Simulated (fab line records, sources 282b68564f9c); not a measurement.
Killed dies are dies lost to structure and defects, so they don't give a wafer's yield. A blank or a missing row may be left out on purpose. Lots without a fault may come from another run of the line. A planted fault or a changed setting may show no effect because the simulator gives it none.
fab line records | flow rit_cmos
record lots=14 wafers=42 last_day=7
route steps=202 shown ACTIVE@2 FOX2@27 PWELL@45
lots that met no fault: from a run of the same line without faults
start_h: hours from the record's first day to the start of the lot's first wafer shown | wait_h: hours since the lot's step before | " the same as in the row above | L1.1+2: a row that stands for several wafers | - no value, or no start given | * or withheld: withheld | < > ~ a bound
route shown NAME@n: a module of which the file shows steps, and the number in the route of the first | usual: mean/standard deviation of fault-free wafers | same: alike in all rows | chamber/n: place in a boat | sites: the reading at each site | _std_site: their standard deviation | _edge_site: outer sites' mean less inner sites' | radius_mm: how far each site lies from the wafer's centre | mask NAME#n: copy n | behind: the tool/chamber that last shaped the wafer | hold: why the lot was held/for how many hours/how that ended | device: the transistor (n, p or np) that didn't switch | end of line: the same wafers' tests at the end of the route | a step without rows: its recipe alone | killed: dies lost to structure and defects at the first sort, not the wafer's yield | map: a wafer's dies, x killed, . not, _ none there
set.NAME: the setting as run; set.NAME@STEP: as run at that earlier step | model.NAME: the simulator's own value behind a step, which no gauge read
steps of the route over a sample of lots; a table a step, a row a wafer
services: from which hour (start_h, from the record's first day; less than 0 if before it) a tool's chamber was out of use, for how many hours, and why
## steps
# step RIT_ACTIVE_OXIDATION_01
# recipe temp_c=994.5 ambient=O2 target_thk_a=468 ox_time_s=3360
# usual ox_temp_c=994.4/0.47 ox_temp_c_max=999.1/2 zone_power_source_pct=36.2/0.57
# columns lot.wafer tool chamber start_h wait_h ox_temp_c ox_temp_c_max zone_power_source_pct
L622.3 furnace-03 0 10.12 0.1 994.6 997.4 36.1
L622.4 " 0 " " 994.6 997.3 36.1
L622.5 " 0 " " 994.7 998.1 36.3
L624.2 furnace-04 0 20.12 0.1 994.8 997.9 36.5
L624.3 " 0 " " 994.4 997.2 37.6
L624.4 " 0 " " 995.1 997.2 36.8
L629.3 furnace-04 0 45.12 0.1 994.4 997.8 36.6
L629.5 " 0 " " 994.5 997.5 36.7
L629.6 " 0 " " 993.8 998.0 36.3
L630.1 furnace-03 0 50.12 0.1 994.2 997.8 36.4
L630.2 " 0 " " 994.3 997.3 36.0
L630.6 " 0 " " 994.5 997.4 36.8
L631.1 furnace-03 0 57.24 2.2 993.8 997.3 37.2
L631.4 " 0 " " 995.0 997.6 36.0
L631.5 " 0 " " 993.9 996.8 36.0
L632.1 furnace-03 0 60.25 0.2 994.3 996.9 36.1
L632.4 " 0 " " 995.0 997.5 36.0
L632.6 " 0 " " 994.5 997.5 36.2
L633.1 furnace-04 - 67.57 2.5 - - -
L633.3 " - " " - - -
L633.5 " - " " - - -
L634.1 furnace-04 - 70.12 0.1 - - -
L634.3 " - " " - - -
L634.5 " - " " - - -
L638.3 furnace-02 0 90.12 0.1 994.0 999.9 36.0
L638.4 " 0 " " 994.7 1002.7 36.1
L638.5 " 0 " " 994.3 1001.2 35.8
L640.2 furnace-02 0 100.12 0.1 995.6 1004.7 35.7
L640.4 " 0 " " 995.2 1001.7 35.8
L640.6 " 0 " " 994.4 1000.9 36.0
L641.3 furnace-02 0 105.12 0.1 993.6 999.7 35.1
L641.4 " 0 " " 994.4 1002.8 35.3
L641.5 " 0 " " 994.1 1001.0 35.9
L642.1 furnace-02 0 110.12 0.1 994.7 1002.4 35.7
L642.2 " 0 " " 994.2 1000.9 35.8
L642.5 " 0 " " 994.5 1001.2 35.8
L643.1 furnace-02 0 115.12 0.1 993.1 999.3 35.9
L643.4 " 0 " " 995.0 1002.0 35.5
L643.6 " 0 " " 994.5 999.4 35.7
L645.1 furnace-02 0 125.12 0.1 994.3 1002.4 36.1
L645.5 " 0 " " 994.6 1000.4 35.7
L645.6 " 0 " " 994.9 1001.6 35.8
# step RIT_FOX2_THK_MEAS_90
# recipe reads=SiO2_of_FOX2_OXIDATION_00
# usual FIELD_OXIDE_LEFT_1_THK=322/5.8
# columns lot.wafer tool chamber start_h wait_h FIELD_OXIDE_LEFT_1_THK[nm]
L622.3 film_metro-02 - 19.35 0.0 312
L622.4 " - " " 309
L622.5 " - " " 316
L624.2 film_metro-02 - 29.39 0.0 318
L624.3 " - " " 322
L624.4 " - " " 318
L629.3 film_metro-01 - 55.34 0.0 317
L629.5 " - " " 323
L629.6 " - " " 320
L630.1 film_metro-01 - 69.43 0.0 326
L630.2 " - " " 323
L630.6 " - " " 322
L631.1 film_metro-02 - 72.39 0.0 319
L631.4 " - " " 319
L631.5 " - " " 318
L632.1 film_metro-01 - 72.39 0.0 314
L632.4 " - " " 313
L632.6 " - " " 316
L638.3 film_metro-02 - 99.23 0.0 320
L638.4 " - " " 321
L638.5 " - " " 327
L640.2 film_metro-04 - 110.64 0.0 318
L640.4 " - " " 313
L640.6 " - " " 315
L641.3 film_metro-02 - 116.84 0.0 330
L641.4 " - " " 325
L641.5 " - " " 324
L642.1 film_metro-02 - 119.62 0.0 319
L642.2 " - " " 319
L642.5 " - " " 315
L643.1 film_metro-02 - 125.60 0.0 315
L643.4 " - " " 312
L643.6 " - " " 315
L645.1 film_metro-04 - 135.38 0.0 317
L645.5 " - " " 316
L645.6 " - " " 318
# step RIT_PWELL_OVL_MEAS_06
# usual PWELL_OVL=-0.5/1.5
# columns lot.wafer tool chamber start_h wait_h PWELL_OVL[nm]
L622.3 overlay-01 - 21.98 - -1.4
L622.4 " - " " -1.9
L622.5 " - " " -1.5
L624.2 overlay-01 - 31.98 - -0.5
L624.3 " - " " -0.5
L624.4 " - " " -1.4
L629.3 overlay-01 - 58.03 - -1.7
L629.5 " - " " -2.4
L629.6 " - " " -3.9
L630.1 overlay-02 - 72.36 - 1.1
L630.2 " - " " 1.2
L630.6 " - " " 1.0
L631.1 overlay-01 - 75.13 - 0.0
L631.4 " - " " -0.3
L631.5 " - " " -0.3
L632.1 overlay-02 - 75.37 - 0.0
L632.4 " - " " -1.5
L632.6 " - " " 0.1
L638.3 overlay-02 - 101.83 - -0.2
L638.4 " - " " 0.5
L638.5 " - " " 2.2
L640.2 overlay-02 - 113.26 - -0.2
L640.4 " - " " -0.2
L640.6 " - " " -0.5
L641.3 overlay-01 - 119.37 - -3.4
L641.4 " - " " -3.4
L641.5 " - " " -3.6
L642.1 overlay-02 - 122.12 - 0.5
L642.2 " - " " 0.0
L642.5 " - " " 0.7
L643.1 overlay-02 - 128.33 - -1.1
L643.4 " - " " -1.8
L643.6 " - " " 0.4
L645.1 overlay-02 - 137.99 - -2.1
L645.5 " - " " -1.2
L645.6 " - " " -1.3
# step RIT_WELLDRIVE_RS_MEAS_02
# recipe thk_meas_gauge=four-point-probe
# usual PWELL_RS=428.3/1.1
# columns lot.wafer tool chamber start_h wait_h PWELL_RS[ohm/sq]
L622.3 film_metro-03 - 27.88 0.1 430.0
L622.4 " - " " 428.2
L622.5 " - " " 429.6
L624.2 film_metro-01 - 37.87 0.1 429.5
L624.3 " - " " 429.9
L624.4 " - " " 429.5
L629.3 film_metro-04 - 66.78 0.1 427.4
L629.5 " - " " 427.7
L629.6 " - " " 429.9
L630.1 film_metro-04 - 78.23 0.1 428.5
L630.2 " - " " 427.8
L630.6 " - " " 428.6
L631.1 film_metro-04 - 82.01 0.1 429.1
L631.4 " - " " 427.9
L631.5 " - " " 428.8
L632.1 film_metro-03 - 82.01 0.1 428.7
L632.4 " - " " 427.2
L632.6 " - " " 428.5
L638.3 film_metro-04 - 107.98 0.1 427.6
L638.4 " - " " 427.4
L638.5 " - " " 426.2
L640.2 film_metro-04 - 119.14 0.1 428.5
L640.4 " - " " 427.9
L640.6 " - " " 427.5
L641.3 film_metro-04 - 125.27 0.1 426.7
L641.4 " - " " 427.7
L641.5 " - " " 426.2
L642.1 film_metro-03 - 128.79 0.1 427.5
L642.2 " - " " 427.8
L642.5 " - " " 427.9
L643.1 film_metro-01 - 134.21 0.1 428.9
L643.4 " - " " 428.4
L643.6 " - " " 430.0
L645.1 film_metro-04 - 144.32 0.1 427.2
L645.5 " - " " 426.2
L645.6 " - " " 427.4
## services
# columns tool chamber start_h hours kind
furnace-02 - 2.81 3.8 pm
furnace-03 - 118.24 3.2 pm
furnace-04 - 120.33 3.6 pm
## key
first_sign step=RIT_ACTIVE_OXIDATION_01 reading=tool_record direction=missing
effect none on later readings
met_at RIT_ACTIVE_OXIDATION_01
struck_lots L633,L634
later_rows_left_out L633.1,L633.3,L633.5,L634.1,L634.3,L634.5
sort_left_out L633.1,L633.3,L633.5,L634.1,L634.3,L634.5
tester_left_out L633,L634
not_acting_at RIT_FOX2_THK_MEAS_90,RIT_PWELL_OVL_MEAS_06,RIT_WELLDRIVE_RS_MEAS_02
onset_between 45.12 67.57
fault kind=skipped_step_whole tool=furnace-04 chamber=- onset_h=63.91 steps=RIT_ACTIVE_OXIDATION_01 scope=struck_lots_only
# tester_left_out: of these lots the tester's yield and bins aren't shown, on N5 and GAA mostly nor the transistor test; their killed dies are dies lost to structure and defects alone, not to doping, threshold or leakage, so they don't give the yield
# sort_left_out: the simulated sort isn't trusted on such a fault, so these wafers' sort isn't shown, and their yield isn't known
# later_rows_left_out: the simulator's readings of these wafers behind a module that went badly wrong aren't trusted and aren't shown, but for the sort
